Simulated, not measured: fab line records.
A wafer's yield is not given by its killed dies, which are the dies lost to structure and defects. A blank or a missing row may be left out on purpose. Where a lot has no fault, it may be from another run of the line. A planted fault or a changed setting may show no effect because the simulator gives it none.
8D (eight disciplines) problem report, filled in by code + flow ritCmos + the parts of the form that need people (team, actions taken, sign-off) are left out

1. PROBLEM STATEMENT
spinSpeedRpm at RIT_PSD_COAT_01 reads a mean of 3377.2 rpm on 6 wafers of 2 lots; wafers without a fault read 3250.4 rpm with a standard deviation of 2.5. Relative to the usual mean, that is a shift of +51 standard deviations.
The step: resist thk 1000 nm.
Seen first at day 5 17:22 on lithoTrack-01, wafer L346.1. The record holds 18 wafers of 6 lots with a number at this step. Rule for "out", or "out of limits": more than 4 standard deviations from the usual mean. Any other wafer with a number is counted as sound.

2. WHAT IT IS, WHAT IT ISN'T
| question                    | is                     | is not                                                                         |
|-----------------------------|------------------------|--------------------------------------------------------------------------------|
| which readings at this step | spinSpeedRpm           | -                                                                              |
| which lots                  | L346, L347             | L343, L350, L352, L355                                                         |
| which wafers of those lots  | all that have a number | -                                                                              |
| read on which tools         | lithoTrack-01          | lithoTrack-02, lithoTrack-04                                                   |
| when                        | from day 5 17:22       | up to then (3 sound wafers); but 9 sound wafers of L350, L352, L355 came after |

3. SUSPECTS, AND WHAT RULES EACH OUT
Counting: a tool at a process step up to the reading stays a suspect if it ran every lot that is out and no sound lot after the first of them.
- lithoTrack-01 at RIT_PSD_COAT_01 (resist thk 1000 nm): kept. It processed each lot that is out, first L346 at day 5 17:22, and no sound lot thereafter; up to then, the last sound lot it processed was L343 at day 5 01:40. Its own spinSpeedRpm readings are out on those wafers.
Remaining after the count: lithoTrack-01 at RIT_PSD_COAT_01.

4. THE CAUSE (what the simulator had put in)
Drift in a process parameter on lithoTrack-01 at RIT_PSD_COAT_01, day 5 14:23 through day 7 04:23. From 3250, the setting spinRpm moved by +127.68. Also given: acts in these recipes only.
After counting, this tool was the only one left.

5. THE EFFECT CHAIN, in route order
Each row: a reading where the mean over the struck wafers with a number is more than 3 standard deviations away from the usual. Readings are gone through only where the record gives a usual standard deviation; hours: the median, over the lots, of the time from a lot's start at the first step in this table giving one to that lot's start at this step; sigmas: the change measured in usual standard deviations.
| hours | step            | reading      | usual      | on struck wafers | change | sigmas |
|-------|-----------------|--------------|------------|------------------|--------|--------|
| 0     | RIT_PSD_COAT_01 | spinSpeedRpm | 3250.4 rpm | 3377.2           | +126.8 | +51    |
Here are the process steps it includes:
- RIT_PSD_COAT_01: resist thk 1000 nm.
Later steps that measure or inspect, where all struck wafers having a row at the step show a number for every such reading and not one has moved that far: RIT_PSD_OVL_MEAS_06.

6. WHAT WOULD HAVE CAUGHT IT SOONER
First out-of-limits reading in this record: day 5 17:22, which is 3 hours after fault onset at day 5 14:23.
